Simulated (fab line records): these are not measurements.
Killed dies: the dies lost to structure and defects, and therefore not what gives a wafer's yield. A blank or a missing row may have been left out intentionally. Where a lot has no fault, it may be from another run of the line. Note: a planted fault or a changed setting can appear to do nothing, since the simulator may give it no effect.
One fault through the eyes of 2 desks	flow rit cmos	each desk has only its own numbers; what lay behind them comes last

FOR THE TOOL OWNER'S DESK: rtp anneal-01
At RIT_SDANNEAL_RTA_03 (time 5 s), the tool's own readings, given per lot that ran on this tool as the mean of the sampled wafers with a number. The brackets show how far a lot's mean lies from the usual mean; more than 4 standard deviations puts the lot out of limits, marked OUT.
Columns: A = wafer_temp_C_max at RIT_SDANNEAL_RTA_03, usual 1053.6
lot	first seen here	A
L396	day 3 10:40	1054.1
L398	day 4 01:03	1056.1
L403	day 5 00:16	1054.4
L404	day 5 05:43	1043.9 (-8.1) OUT
L406	day 5 16:13	1044.6 (-7.5) OUT
L408	day 6 00:28	1045.0 (-7.2) OUT
L418	day 8 05:57	1053.6
Finding of this desk: L404, L406, L408 out of limits; the first was L404 at day 5 05:43, on wafer_temp_C_max at RIT_SDANNEAL_RTA_03. Within limits: L396, L398, L403, L418.

FROM THE METROLOGY DESK
Lot by lot, what the gauges showed, no matter which tool ran the lot: averages of those sampled wafers that carry a number. The brackets show how far a lot's mean lies from the usual mean; more than 4 standard deviations puts the lot out of limits, marked OUT.
Columns: A = PSD_RS at RIT_SDANNEAL_RS_MEAS_04, usual 115.8 ohm/sq; B = PLDD_RS at RIT_SDANNEAL_RS_MEAS_06, usual 177.7 ohm/sq; C = SILICIDE_TI_RS at RIT_SILICIDE_RS_MEAS_02, usual 47.3 ohm/sq; D = CONTACT_OVL at RIT_CONTACT_OVL_MEAS_09, usual 0.2 nm
lot	first seen here	A	B	C	D
L395	day 3 09:40	115.5	177.4	47.6	-0.4
L396	day 3 10:43	115.7	178.0	47.5	1.2
L397	day 3 23:18	115.6	177.6	48.0	0.9
L398	day 4 01:06	116.0	177.3	46.9	1.5
L399	day 4 09:31	115.3	177.3	47.4	-3.3
L403	day 5 00:19	115.5	177.4	46.6	3.0
L402	day 5 00:51	116.1	177.6	46.9	0.0
L404	day 5 05:46	121.6 (+18) OUT	183.5 (+13) OUT	47.4	-2.4
L406	day 5 16:17	121.0 (+16) OUT	182.7 (+11) OUT	48.1	0.9
L408	day 6 00:32	121.2 (+17) OUT	182.6 (+11) OUT	46.8	0.6
L411	day 6 12:52	116.0	178.3	47.2	-0.5
L413	day 6 20:44	116.0	177.9	46.7	0.2
L416	day 7 14:45	115.5	178.1	46.6	0.3
L418	day 8 06:01	115.5	177.9	47.6	-1.3
This desk finds L404, L406, L408 out of limits, with the earliest case on L404 at day 5 05:46 (PSD_RS at RIT_SDANNEAL_RS_MEAS_04). Within limits: L395, L396, L397, L398, L399, L403, L402, L411, L413, L416, L418.

PUT TOGETHER
At day 5 05:43, on L404, L406, L408, the tool owner's desk was in a position to raise an alarm.
On L404, L406, L408, the metrology desk was in a position to raise an alarm at day 5 05:46.
On rtp anneal-01, each named lot ran RIT_SDANNEAL_RTA_03.

WHAT THE SIMULATOR PUT IN
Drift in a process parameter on rtp anneal-01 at RIT_SDANNEAL_RTA_03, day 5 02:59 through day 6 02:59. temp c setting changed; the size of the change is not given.
Lots struck among those shown: L404, L406, L408.
Counting hours from when the fault started, the first reading out of limits came at 3 for the tool owner's desk and at 3 for the metrology desk.
